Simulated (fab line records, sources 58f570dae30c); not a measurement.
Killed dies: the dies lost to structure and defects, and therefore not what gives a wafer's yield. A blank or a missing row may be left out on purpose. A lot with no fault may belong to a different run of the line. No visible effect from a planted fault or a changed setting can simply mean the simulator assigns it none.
Which of the tools did it? || flow berkeley cmos170 || 15 lots with 45 wafers sampled at 4 steps, on a route of 331 steps

WHAT EACH GAUGE READ, for each wafer
UCB170_SILICIDE_RS_MEAS_02: measures by four-point-probe. Usual: SILICIDE_TI_RS gives 26.2 ohm/sq (standard deviation 0.36).
{"lot": "L863", "measured": "day 8 06:44", "on": "film metro-01", "SILICIDE_TI_RS (ohm/sq)": "26.5 26.5 26.0", "flag": ""}
{"lot": "L864", "measured": "day 8 18:59", "on": "film metro-01", "SILICIDE_TI_RS (ohm/sq)": "26.0 25.9 25.4", "flag": ""}
{"lot": "L865", "measured": "day 8 19:44", "on": "film metro-01", "SILICIDE_TI_RS (ohm/sq)": "26.5 26.0 26.3", "flag": ""}
{"lot": "L867", "measured": "day 8 20:10", "on": "film metro-03", "SILICIDE_TI_RS (ohm/sq)": "26.2 26.0 26.6", "flag": ""}
{"lot": "L868", "measured": "day 9 09:29", "on": "film metro-04", "SILICIDE_TI_RS (ohm/sq)": "25.9 26.1 26.0", "flag": ""}
{"lot": "L869", "measured": "day 9 21:00", "on": "film metro-01", "SILICIDE_TI_RS (ohm/sq)": "26.1 26.4 26.3", "flag": ""}
{"lot": "L870", "measured": "day 9 21:28", "on": "film metro-01", "SILICIDE_TI_RS (ohm/sq)": "26.0 26.6 25.8", "flag": ""}
{"lot": "L871", "measured": "day 9 21:31", "on": "film metro-04", "SILICIDE_TI_RS (ohm/sq)": "25.6 25.7 25.9", "flag": ""}
{"lot": "L872", "measured": "day 10 05:24", "on": "film metro-01", "SILICIDE_TI_RS (ohm/sq)": "26.4 26.7 26.2", "flag": ""}
{"lot": "L873", "measured": "day 10 05:38", "on": "film metro-04", "SILICIDE_TI_RS (ohm/sq)": "26.3 25.8 26.3", "flag": ""}
{"lot": "L875", "measured": "day 10 15:40", "on": "film metro-01", "SILICIDE_TI_RS (ohm/sq)": "26.4 26.5 26.2", "flag": ""}
{"lot": "L877", "measured": "day 11 04:01", "on": "film metro-04", "SILICIDE_TI_RS (ohm/sq)": "26.5 26.2 26.2", "flag": ""}
{"lot": "L878", "measured": "day 11 04:05", "on": "film metro-03", "SILICIDE_TI_RS (ohm/sq)": "25.8 26.1 26.5", "flag": ""}
{"lot": "L879", "measured": "day 11 03:31", "on": "film metro-01", "SILICIDE_TI_RS (ohm/sq)": "26.9 26.6 26.6", "flag": ""}
{"lot": "L880", "measured": "day 11 10:07", "on": "film metro-01", "SILICIDE_TI_RS (ohm/sq)": "26.0 25.8 26.1", "flag": ""}

UCB170_V2_THK_MEAS_01. Usual: V2_TEOS_THK gives 1988 nm (standard deviation 32).
{"lot": "L863", "measured": "day 8 20:36", "on": "film metro-02", "V2_TEOS_THK (nm)": "1976 1983 2051", "flag": ""}
{"lot": "L864", "measured": "day 9 14:43", "on": "film metro-02", "V2_TEOS_THK (nm)": "2011 1955 1993", "flag": ""}
{"lot": "L865", "measured": "day 9 16:57", "on": "film metro-03", "V2_TEOS_THK (nm)": "2013 1953 2049", "flag": ""}
{"lot": "L867", "measured": "day 9 16:32", "on": "film metro-01", "V2_TEOS_THK (nm)": "1998 2025 2018", "flag": ""}
{"lot": "L868", "measured": "day 10 01:00", "on": "film metro-03", "V2_TEOS_THK (nm)": "1949 2017 2045", "flag": ""}
{"lot": "L869", "measured": "day 10 17:10", "on": "film metro-01", "V2_TEOS_THK (nm)": "1967 1986 2006", "flag": ""}
{"lot": "L870", "measured": "day 10 12:58", "on": "film metro-02", "V2_TEOS_THK (nm)": "1998 2036 1988", "flag": ""}
{"lot": "L871", "measured": "day 10 16:29", "on": "film metro-02", "V2_TEOS_THK (nm)": "1933 1971 1946", "flag": ""}
{"lot": "L872", "measured": "day 10 20:33", "on": "film metro-01", "V2_TEOS_THK (nm)": "1942 1971 1975", "flag": ""}
{"lot": "L873", "measured": "day 11 00:54", "on": "film metro-01", "V2_TEOS_THK (nm)": "1968 1982 1958", "flag": ""}
{"lot": "L875", "measured": "day 11 05:33", "on": "film metro-01", "V2_TEOS_THK (nm)": "1968 2001 1999", "flag": ""}
{"lot": "L877", "measured": "day 11 21:21", "on": "film metro-01", "V2_TEOS_THK (nm)": "1978 1969 2012", "flag": ""}
{"lot": "L878", "measured": "day 11 21:22", "on": "film metro-03", "V2_TEOS_THK (nm)": "2031 1952 2003", "flag": ""}
{"lot": "L879", "measured": "day 11 21:16", "on": "film metro-03", "V2_TEOS_THK (nm)": "1989 2012 2016", "flag": ""}
{"lot": "L880", "measured": "day 12 00:05", "on": "film metro-01", "V2_TEOS_THK (nm)": "1990 2004 2031", "flag": ""}

UCB170_M3_RS_MEAS_02: measures by four-point-probe. Usual: M3_AL_RS gives 0.0322 ohm/sq (standard deviation 0.0004).
{"lot": "L863", "measured": "day 9 00:25", "on": "film metro-04", "M3_AL_RS (ohm/sq)": "0.0321 0.0325 0.0322", "flag": ""}
{"lot": "L864", "measured": "day 9 17:20", "on": "film metro-04", "M3_AL_RS (ohm/sq)": "0.0321 0.0321 0.0326", "flag": ""}
{"lot": "L865", "measured": "day 9 19:44", "on": "film metro-03", "M3_AL_RS (ohm/sq)": "0.0319 0.0320 0.0316", "flag": ""}
{"lot": "L867", "measured": "day 9 19:09", "on": "film metro-04", "M3_AL_RS (ohm/sq)": "0.0318 0.0323 0.0319", "flag": ""}
{"lot": "L868", "measured": "day 10 03:16", "on": "film metro-02", "M3_AL_RS (ohm/sq)": "0.0321 0.0316 0.0317", "flag": ""}
{"lot": "L869", "measured": "day 10 19:39", "on": "film metro-03", "M3_AL_RS (ohm/sq)": "0.0324 0.0321 0.0322", "flag": ""}
{"lot": "L870", "measured": "day 10 16:44", "on": "film metro-02", "M3_AL_RS (ohm/sq)": "0.0328 0.0323 0.0322", "flag": ""}
{"lot": "L871", "measured": "day 10 18:45", "on": "film metro-04", "M3_AL_RS (ohm/sq)": "0.0318 0.0318 0.0321", "flag": ""}
{"lot": "L872", "measured": "day 10 23:13", "on": "film metro-03", "M3_AL_RS (ohm/sq)": "0.0324 0.0321 0.0320", "flag": ""}
{"lot": "L873", "measured": "day 11 03:33", "on": "film metro-04", "M3_AL_RS (ohm/sq)": "0.0319 0.0321 0.0322", "flag": ""}
{"lot": "L875", "measured": "day 11 08:10", "on": "film metro-03", "M3_AL_RS (ohm/sq)": "0.0332 0.0329 0.0319", "flag": ""}
{"lot": "L877", "measured": "day 12 00:23", "on": "film metro-04", "M3_AL_RS (ohm/sq)": "0.0329 0.0321 0.0318", "flag": ""}
{"lot": "L878", "measured": "day 12 00:19", "on": "film metro-02", "M3_AL_RS (ohm/sq)": "0.0318 0.0320 0.0315", "flag": ""}
{"lot": "L879", "measured": "day 12 00:02", "on": "film metro-03", "M3_AL_RS (ohm/sq)": "0.0330 0.0326 0.0322", "flag": ""}
{"lot": "L880", "measured": "day 12 03:06", "on": "film metro-04", "M3_AL_RS (ohm/sq)": "0.0332 0.0320 0.0324", "flag": ""}

WHICH TOOL RAN EACH LOT (tool, then ch and the chambers of the sampled wafers, then the start)
{"lot": "L863", "UCB170_FIELD_OXIDATION_01": "furnace-02 ch 0, day 5 04:29"}
{"lot": "L864", "UCB170_FIELD_OXIDATION_01": "furnace-02 ch 0, day 5 17:51"}
{"lot": "L865", "UCB170_FIELD_OXIDATION_01": "furnace-02 ch 0, day 5 17:51"}
{"lot": "L867", "UCB170_FIELD_OXIDATION_01": "furnace-02 ch 0, day 5 17:51"}
{"lot": "L868", "UCB170_FIELD_OXIDATION_01": "furnace-02 ch 0, day 6 11:14"}
{"lot": "L869", "UCB170_FIELD_OXIDATION_01": "furnace-04 ch 0, day 6 20:42"}
{"lot": "L870", "UCB170_FIELD_OXIDATION_01": "furnace-04 ch 0, day 6 20:42"}
{"lot": "L871", "UCB170_FIELD_OXIDATION_01": "furnace-01 ch 0, day 7 04:07"}
{"lot": "L872", "UCB170_FIELD_OXIDATION_01": "furnace-01 ch 0, day 7 11:19"}
{"lot": "L873", "UCB170_FIELD_OXIDATION_01": "furnace-01 ch 0, day 7 11:19"}
{"lot": "L875", "UCB170_FIELD_OXIDATION_01": "furnace-04 ch 0, day 7 19:07"}
{"lot": "L877", "UCB170_FIELD_OXIDATION_01": "furnace-02 ch 0, day 8 03:48"}
{"lot": "L878", "UCB170_FIELD_OXIDATION_01": "furnace-04 ch 0, day 8 09:19"}
{"lot": "L879", "UCB170_FIELD_OXIDATION_01": "furnace-04 ch 0, day 8 09:19"}
{"lot": "L880", "UCB170_FIELD_OXIDATION_01": "furnace-04 ch 0, day 8 19:06"}
- UCB170_FIELD_OXIDATION_01: target thk 558.3 nm, ox time 7200 s.

WHAT THE TOOLS THEMSELVES READ (means of the sampled wafers that have a number; where no wafer has one, the mark that the record gives instead)
UCB170_FIELD_OXIDATION_01. Usual: spike tc centre C 1002.3 C, standard deviation 1; spike tc load C 1028.5 C, standard deviation 2.4; spike tc source C 1024.8 C, standard deviation 2.1; tube center temp C 1000 C, standard deviation 0.09; tube_center_temp_C_max 1002.6, standard deviation 0.42.
{"lot": "L863", "tool": "furnace-02", "spike tc centre C (C)": 1002.5, "spike tc load C (C)": 1026.0, "spike tc source C (C)": 1023.5, "tube center temp C (C)": 1000, "tube_center_temp_C_max": 1002.9, "flag": ""}
{"lot": "L864", "tool": "furnace-02", "spike tc centre C (C)": 1002.9, "spike tc load C (C)": 1026.2, "spike tc source C (C)": 1022.8, "tube center temp C (C)": 1000, "tube_center_temp_C_max": 1002.2, "flag": ""}
{"lot": "L865", "tool": "furnace-02", "spike tc centre C (C)": 1002.0, "spike tc load C (C)": 1025.4, "spike tc source C (C)": 1022.6, "tube center temp C (C)": 1000, "tube_center_temp_C_max": 1002.8, "flag": ""}
{"lot": "L867", "tool": "furnace-02", "spike tc centre C (C)": 1001.9, "spike tc load C (C)": 1026.4, "spike tc source C (C)": 1022.5, "tube center temp C (C)": 1000, "tube_center_temp_C_max": 1002.5, "flag": ""}
{"lot": "L868", "tool": "furnace-02", "spike tc centre C (C)": 1001.8, "spike tc load C (C)": 1026.6, "spike tc source C (C)": 1023.1, "tube center temp C (C)": 1000, "tube_center_temp_C_max": 1002.8, "flag": ""}
{"lot": "L869", "tool": "furnace-04", "spike tc centre C (C)": 1002.1, "spike tc load C (C)": 1030.7, "spike tc source C (C)": 1025.8, "tube center temp C (C)": 1000, "tube_center_temp_C_max": 1002.8, "flag": ""}
{"lot": "L870", "tool": "furnace-04", "spike tc centre C (C)": 1001.9, "spike tc load C (C)": 1030.3, "spike tc source C (C)": 1025.4, "tube center temp C (C)": 1000, "tube_center_temp_C_max": 1002.6, "flag": ""}
{"lot": "L871", "tool": "furnace-01", "spike tc centre C (C)": 1001.9, "spike tc load C (C)": 1026.5, "spike tc source C (C)": 1029.5, "tube center temp C (C)": 1000, "tube_center_temp_C_max": 1002.6, "flag": ""}
{"lot": "L872", "tool": "furnace-01", "spike tc centre C (C)": 1002.2, "spike tc load C (C)": 1027.0, "spike tc source C (C)": 1028.7, "tube center temp C (C)": 1000, "tube_center_temp_C_max": 1002.9, "flag": ""}
{"lot": "L873", "tool": "furnace-01", "spike tc centre C (C)": 1002.9, "spike tc load C (C)": 1026.3, "spike tc source C (C)": 1029.2, "tube center temp C (C)": 1000, "tube_center_temp_C_max": 1003.2, "flag": ""}
{"lot": "L875", "tool": "furnace-04", "spike tc centre C (C)": 1001.9, "spike tc load C (C)": 1031.1, "spike tc source C (C)": 1025.6, "tube center temp C (C)": 1000, "tube_center_temp_C_max": 1002.3, "flag": ""}
{"lot": "L877", "tool": "furnace-02", "spike tc centre C (C)": 1002.5, "spike tc load C (C)": 1025.9, "spike tc source C (C)": 1023.3, "tube center temp C (C)": 1000, "tube_center_temp_C_max": 1002.9, "flag": ""}
{"lot": "L878", "tool": "furnace-04", "spike tc centre C (C)": 1008.5, "spike tc load C (C)": 1036.3, "spike tc source C (C)": 1030.3, "tube center temp C (C)": 1006, "tube_center_temp_C_max": 1008.5, "flag": "OFF"}
{"lot": "L879", "tool": "furnace-04", "spike tc centre C (C)": 1008.5, "spike tc load C (C)": 1037.1, "spike tc source C (C)": 1031.9, "tube center temp C (C)": 1006, "tube_center_temp_C_max": 1009.1, "flag": "OFF"}
{"lot": "L880", "tool": "furnace-04", "spike tc centre C (C)": 1007.8, "spike tc load C (C)": 1036.8, "spike tc source C (C)": 1031.1, "tube center temp C (C)": 1006, "tube_center_temp_C_max": 1008.8, "flag": "OFF"}

THE ANSWER, worked out from the rows above alone
Rule: lot off if the mean of its wafers having a number is beyond 3 standard deviations from the usual mean. A lot without any number at a reading at which 4 lots or more have one is off too. Where the step has rows for the other lots, those lots are counted as sound. First the gauges in route order, then the tools' own readings, where a lot's mean is used as printed above. At the first step where some lot is off, the reading lying furthest off is the one used; lots without a number count as furthest.
Off: L878, L879, L880 (UCB170_FIELD_OXIDATION_01, tube center temp C).
If a tool, at that step or one of the process steps before it, ran each lot that is off and ran no sound lot following the first of them, it fits. One fits: furnace-04 at UCB170_FIELD_OXIDATION_01. A fault onset in the window from L875 (day 7 19:07, its last sound lot) to L878 (day 8 09:19, its first lot off) fits.
The tool's own readings at UCB170_FIELD_OXIDATION_01 bear it out: on the lots that are off they differ by more than 5 times the standard deviation of the sound lots' means. spike tc centre C reads 1008.3 C there against 1002.2 C on the sound lots; tube center temp C reads 1006 C there against 1000 C on the sound lots; tube_center_temp_C_max reads 1008.8 there against 1002.7 on the sound lots.

WHAT THE SIMULATOR PUT IN
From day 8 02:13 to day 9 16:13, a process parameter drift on furnace-04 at UCB170_FIELD_OXIDATION_01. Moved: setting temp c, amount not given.
Shown lots that were struck: L879, L878, L880. The rule above reached the same finding.
